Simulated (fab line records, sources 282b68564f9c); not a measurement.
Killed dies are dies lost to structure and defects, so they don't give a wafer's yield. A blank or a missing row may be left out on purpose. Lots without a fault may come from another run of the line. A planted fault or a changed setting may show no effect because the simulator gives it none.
Which tool did it? | flow rit_cmos | 14 lots, 42 wafers sampled, at 2 steps of a route of 202

WHAT THE GAUGES READ, wafer by wafer
The record holds no reading of a measuring or inspecting step that can be judged against a usual standard deviation.

WHICH TOOL RAN EACH LOT (tool, then ch and the chambers of the sampled wafers, then the start)
lot  | RIT_GATE_CLEAN_01              | RIT_M1_PROBE_99
L804 | wet_bench-01 ch 1, day 2 20:27 | prober-01, day 4 01:28
L805 | wet_bench-02 ch 0, day 3 00:23 | -
L806 | wet_bench-01 ch 0, day 3 05:11 | -
L807 | wet_bench-02 ch 3, day 3 09:28 | -
L809 | wet_bench-01 ch 3, day 3 19:28 | -
L810 | wet_bench-02 ch 0, day 4 01:41 | -
L811 | wet_bench-02 ch 1, day 4 09:31 | -
L812 | wet_bench-01 ch 0, day 4 12:50 | -
L813 | wet_bench-02 ch 0, day 4 15:13 | -
L814 | wet_bench-03 ch 0, day 4 20:51 | prober-01, day 6 01:49
L815 | wet_bench-03 ch 3, day 5 01:56 | prober-02, day 6 05:43
L816 | wet_bench-03 ch 0, day 5 06:59 | prober-01, day 6 12:13
L819 | wet_bench-03 ch 3, day 5 22:19 | prober-02, day 7 00:05
L822 | wet_bench-01 ch 1, day 6 13:12 | -
- RIT_GATE_CLEAN_01: cleans in SC1, time 600 s.
- RIT_M1_PROBE_99

WHAT THE TOOLS THEMSELVES READ (means of the sampled wafers that have a number; where no wafer has one, the mark that the record gives instead)
RIT_GATE_CLEAN_01. Usual: bath_heat_duty_pct 16.0 %, standard deviation 1.8; run_length_s 629 s, standard deviation 3.9.
lot  | tool         | bath_heat_duty_pct (%) | run_length_s (s) | flag
L804 | wet_bench-01 | 14.2                   | 633              |
L805 | wet_bench-02 | 14.0                   | 631              |
L806 | wet_bench-01 | 16.0                   | 624              |
L807 | wet_bench-02 | 18.4                   | 632              |
L809 | wet_bench-01 | 14.0                   | 626              |
L810 | wet_bench-02 | 15.1                   | 631              |
L811 | wet_bench-02 | 15.6                   | 633              |
L812 | wet_bench-01 | 15.9                   | 625              |
L813 | wet_bench-02 | 14.1                   | 631              |
L814 | wet_bench-03 | 18.6                   | 626              |
L815 | wet_bench-03 | 14.8                   | 632              |
L816 | wet_bench-03 | 18.3                   | 673              | OFF
L819 | wet_bench-03 | 15.5                   | 664              | OFF
L822 | wet_bench-01 | 13.9                   | 632              |

RIT_M1_PROBE_99. Usual: killed_at_M0_to_M3 0.0, standard deviation 0.18; killed_at_contacts 0.1, standard deviation 0.32; killed_at_front_end 7, standard deviation 3; killed_dies 7, standard deviation 3.1; killed_open 3.3, standard deviation 1.8; killed_short 3.6, standard deviation 2.
lot  | tool      | killed_at_M0_to_M3 | killed_at_contacts | killed_at_front_end | killed_dies | killed_open | killed_short | flag
L804 | prober-01 | 0.0                | 0.0                | 9                   | 9           | 5.0         | 4.3          |
L814 | prober-01 | 0.0                | 0.0                | 9                   | 9           | 5.3         | 3.7          |
L815 | prober-02 | 0.0                | 0.7                | 9                   | 10          | 4.3         | 5.7          |
L816 | prober-01 | 0.0                | 0.0                | 5                   | 5           | 1.7         | 3.3          |
L819 | prober-02 | 0.0                | 0.0                | 11                  | 11          | 5.7         | 5.3          |

THE ANSWER, worked out from the rows above alone
Rule: a lot is off if the mean of its wafers that have a number lies more than 3 standard deviations from the usual mean. A lot without any number at a reading at which 4 lots or more have one is off too. The other lots that the step has rows for count as sound. The gauges are gone through in route order, then the tools' own readings, and for those a lot's mean is taken as printed above. The first step at which some lot is off is used, and at that step the reading that is off furthest; a lot without a number counts as furthest.
Off: L816, L819, at RIT_GATE_CLEAN_01 (run_length_s).
A tool fits if, at that step or a process step before it, it ran every lot that is off, and no sound lot after the first of them. One fits: wet_bench-03 at RIT_GATE_CLEAN_01. Its last sound lot is L815 (day 5 01:56), its first lot that is off L816 (day 5 06:59): a fault that began between those two fits.
The tool's own readings at RIT_GATE_CLEAN_01 bear it out: on the lots that are off they differ by more than 5 times the standard deviation of the sound lots' means. run_length_s reads 668 s there against 630 s on the sound lots.

WHAT THE SIMULATOR HAD PUT IN
Process parameter drift: wet_bench-03, from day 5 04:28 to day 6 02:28, at RIT_GATE_CLEAN_01. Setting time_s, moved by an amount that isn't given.
Lots struck among those shown: L816, L819. The rule above found the same.
